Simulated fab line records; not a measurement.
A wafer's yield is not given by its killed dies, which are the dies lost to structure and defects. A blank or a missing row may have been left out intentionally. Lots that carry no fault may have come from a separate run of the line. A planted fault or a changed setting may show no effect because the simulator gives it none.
Which tool did it?    flow berkeley cmos170    14 lots, 42 wafers sampled, at 4 steps of a route of 331

## WHAT THE GAUGES READ, wafer by wafer
UCB170_ACTIVE_OVL_MEAS_14.
lot   measured     on          ACTIVE_OVL (nm)
L184  day 4 22:00  overlay-02  -3 -11 -6
L183  day 4 22:16  overlay-01  1 2 -3
L185  day 5 10:53  overlay-01  1 3 1
L187  day 5 11:05  overlay-02  -10 -9 -9
L188  day 5 19:39  overlay-01  3 1 4
L189  day 5 19:56  overlay-02  0 -11 -7
L190  day 6 02:51  overlay-02  -11 -5 -6
L192  day 6 14:05  overlay-02  -11 3 0
L191  day 6 14:14  overlay-01  -3 -4 -1
L195  day 7 12:02  overlay-02  1 -6 4
L200  day 8 00:28  overlay-02  4 -2 -2
L197  day 8 00:53  overlay-02  3 2 7
L204  day 9 11:20  overlay-01  3 1 4
L205  day 9 11:29  overlay-01  2 4 2

UCB170_PVT_OVL_MEAS_06.
lot   measured      on          PVT_OVL (nm)
L184  day 6 11:48   overlay-02  -9 -13 -10
L183  day 6 11:47   overlay-01  0 -3 -4
L185  day 6 21:47   overlay-01  -2 3 -4
L187  day 6 21:30   overlay-02  4 0 -4
L188  day 7 07:37   overlay-01  -4 -4 -7
L189  day 7 07:53   overlay-02  -1 -4 -2
L190  day 7 17:28   overlay-02  -3 -4 -8
L192  day 8 09:13   overlay-02  3 -4 -5
L191  day 8 09:03   overlay-02  -6 -1 1
L195  day 9 00:11   overlay-01  -7 -7 -8
L200  day 9 13:47   overlay-01  -3 -5 -6
L197  day 9 13:31   overlay-01  3 -7 -8
L204  day 10 22:28  overlay-02  -5 -10 -4
L205  day 10 22:44  overlay-01  -16 -9 -13

UCB170_GATE_THK_MEAS_02.
lot   measured      on             GATE_OXIDE_THK (nm)
L184  day 6 16:07   film metro-03  6.75 6.59 6.56
L183  day 6 16:13   film metro-01  6.62 6.57 6.60
L185  day 7 04:55   film metro-04  6.72 6.73 6.68
L187  day 7 04:55   film metro-03  6.85 6.79 6.68
L188  day 7 13:27   film metro-04  6.63 6.76 6.69
L189  day 7 13:28   film metro-01  6.64 6.73 6.69
L190  day 8 02:10   film metro-03  6.52 6.50 6.36
L192  day 8 14:13   film metro-03  6.50 6.48 6.62
L191  day 8 14:12   film metro-01  6.81 6.67 6.68
L195  day 9 04:29   film metro-01  6.60 6.64 6.60
L200  day 9 20:05   film metro-04  6.61 6.51 6.57
L197  day 9 20:07   film metro-01  6.76 6.76 6.62
L204  day 11 03:58  film metro-03  9.07 9.02 9.15
L205  day 11 03:58  film metro-01  8.93 8.94 8.77

## TOOL THAT RAN EACH LOT (tool first, then ch and the chambers of the sampled wafers, then the start)
lot   UCB170_GATE_OXIDATION_01
L184  furnace-01 ch 0, day 6 14:36
L183  furnace-01 ch 0, day 6 14:36
L185  furnace-04 ch 0, day 7 03:23
L187  furnace-04 ch 0, day 7 03:23
L188  furnace-02 ch 0, day 7 11:57
L189  furnace-02 ch 0, day 7 11:57
L190  furnace-02 ch 0, day 8 00:38
L192  furnace-04 ch 0, day 8 12:41
L191  furnace-04 ch 0, day 8 12:41
L195  furnace-02 ch 0, day 9 02:59
L200  furnace-01 ch 0, day 9 18:35
L197  furnace-01 ch 0, day 9 18:35
L204  furnace-01 ch 0, day 11 02:28
L205  furnace-01 ch 0, day 11 02:28
- UCB170_GATE_OXIDATION_01: target thk 6.6 nm, ox time 1800 s.

## AS READ BY THE TOOLS THEMSELVES (means over the sampled wafers that have a number; for cases with no such wafer, the mark the record gives instead)
The record holds no such reading with a usual standard deviation.

## THE ANSWER, worked out from the rows above alone
Rule: the usual values come from the lots themselves. Put in order of their means at a reading, lots are off if they are a third of the lots or fewer, leave a main group of 4 or more, and stand apart from it by a gap of 3 or more times the standard deviation of the main group's means; of several such gaps the widest counts. A main group whose means are all the same, to the digits that the tables above print for the reading, isn't used. A lot without any number at a reading at which 4 lots or more have one is off too. Where the step has rows for the other lots, those lots are counted as sound. First the gauges in route order, then the tools' own readings, where a lot's mean is used as printed above. At the first step where some lot is off, the reading lying furthest off is the one used; lots without a number count as furthest.
Off: at UCB170_GATE_THK_MEAS_02 (GATE_OXIDE_THK), L204, L205. The main group has a mean of 6.64 nm with a standard deviation of 0.087.
A tool fits if, at a process step before that reading, it ran every lot that is off, and no sound lot after the first of them. Those tools and the gauges at UCB170_GATE_THK_MEAS_02 are tried in the same way. One fits: furnace-01 at UCB170_GATE_OXIDATION_01. A fault onset in the window from L197 (day 9 18:35, its last sound lot) to L204 (day 11 02:28, its first lot off) fits.

## WHAT WAS PUT IN BY THE SIMULATOR
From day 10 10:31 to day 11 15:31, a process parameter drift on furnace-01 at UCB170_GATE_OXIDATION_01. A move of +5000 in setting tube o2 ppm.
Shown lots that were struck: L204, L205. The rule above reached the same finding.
